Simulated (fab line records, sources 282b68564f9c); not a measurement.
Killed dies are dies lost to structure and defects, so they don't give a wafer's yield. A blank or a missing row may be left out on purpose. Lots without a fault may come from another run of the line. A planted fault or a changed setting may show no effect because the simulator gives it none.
Split-lot experiment | flow rit_cmos | 5 lots, 23 wafers read, on a route of 202 steps

THE SPLIT
At RIT_NRETRO_IMPLANT_08, the setting dose_cm2 was moved away from the recipe's 1e+13 on 8 of the 23 wafers read, by -5.1% to +7.2%. The other wafers ran this setting at the recipe's value.

FROM THE SPLIT TO THE READING: what the file shows between them, 1 step
- RIT_NRETRO_STRIP_09: strips in O2, time 180 s

THE READING
NRETRO_TW, at RIT_NRETRO_TW_MEAS_10. Fault-free wafers of this fab line usually give 1046, standard deviation 4.8.

wafer  | tool, chamber at the split | dose_cm2 as run | against the recipe | NRETRO_TW | against lot-mates on the recipe
L075.1 | implanter-03, 0            | 1e+13           | recipe             | 1049      | -
L075.2 | implanter-03, 0            | 1.026e+13       | +2.6%              | 1056      | +7
L075.3 | implanter-03, 0            | 1.026e+13       | +2.6%              | 1055      | +6
L075.5 | implanter-03, 0            | 1e+13           | recipe             | 1050      | -
L075.6 | implanter-03, 0            | 1e+13           | recipe             | 1048      | -
L077.1 | implanter-03, 0            | 1e+13           | recipe             | 1033      | -
L077.2 | implanter-03, 0            | 1.072e+13       | +7.2%              | 1065      | +27
L077.3 | implanter-03, 0            | 1.072e+13       | +7.2%              | 1063      | +25
L077.5 | implanter-03, 0            | 1e+13           | recipe             | 1039      | -
L077.6 | implanter-03, 0            | 1e+13           | recipe             | 1043      | -
L080.1 | implanter-01, 0            | 1e+13           | recipe             | 1043      | -
L080.2 | implanter-01, 0            | 9.495e+12       | -5.0%              | 1031      | -15
L080.3 | implanter-01, 0            | 1e+13           | recipe             | 1044      | -
L080.4 | implanter-01, 0            | 1e+13           | recipe             | 1050      | -
L080.6 | implanter-01, 0            | 9.495e+12       | -5.0%              | 1025      | -21
L081.1 | implanter-01, 0            | 1e+13           | recipe             | 1044      | -
L081.2 | implanter-01, 0            | 1e+13           | recipe             | 1047      | -
L081.3 | implanter-01, 0            | 9.487e+12       | -5.1%              | 1029      | -16
L081.4 | implanter-01, 0            | 1e+13           | recipe             | 1044      | -
L081.5 | implanter-01, 0            | 9.487e+12       | -5.1%              | 1021      | -24
L084.3 | implanter-01, 0            | 1e+13           | recipe             | 1044      | -
L084.4 | implanter-01, 0            | 1e+13           | recipe             | 1045      | -
L084.5 | implanter-01, 0            | 1e+13           | recipe             | 1046      | -

THE FIT
A straight line over all 23 wafers: NRETRO_TW changes by +3.19 for each +1% of dose_cm2; r = +0.93; the points scatter about the line by 4.2.
The same after taking each lot's own level away (the mean of its wafers on the recipe; 23 wafers): +3.56 for each +1%; r = +0.97; scatter 2.8.
On that fit, the largest move of dose_cm2 shifts the reading by 26.
The lots' own levels span 1038.3 to 1049.0, that is 2.2 times the standard deviation above.
So the lot-to-lot level changes the slope: the two fits differ.
Check: with one of the wafers moved furthest among these (+7.2%) left out of the fit, the line predicts +24.8 for it against its lot-mates. It came out at +26.7 against them.

OTHER SPLITS ON THESE WAFERS
These wafers also went through other splits before the reading. Each is held against what the fit with the lots' levels taken away leaves over:
other split on the same wafers  | wafers away from the commonest value | r with NRETRO_TW (lot level and that fit taken away)
RIT_ACTIVE_EXPOSE_08 dose_mj    | 7                                    | -0.03
RIT_FOX2_OXIDATION_00 ox_time_s | 15                                   | -0.02
RIT_NWELL_SOFTBAKE_02 temp_c    | 11                                   | -0.01
RIT_NRETRO_COAT_01 spin_rpm     | 7                                    | -0.02

THE FILE'S OWN FIT
NRETRO_TW changes by +3.58 for each +1% of dose_cm2, r = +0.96.
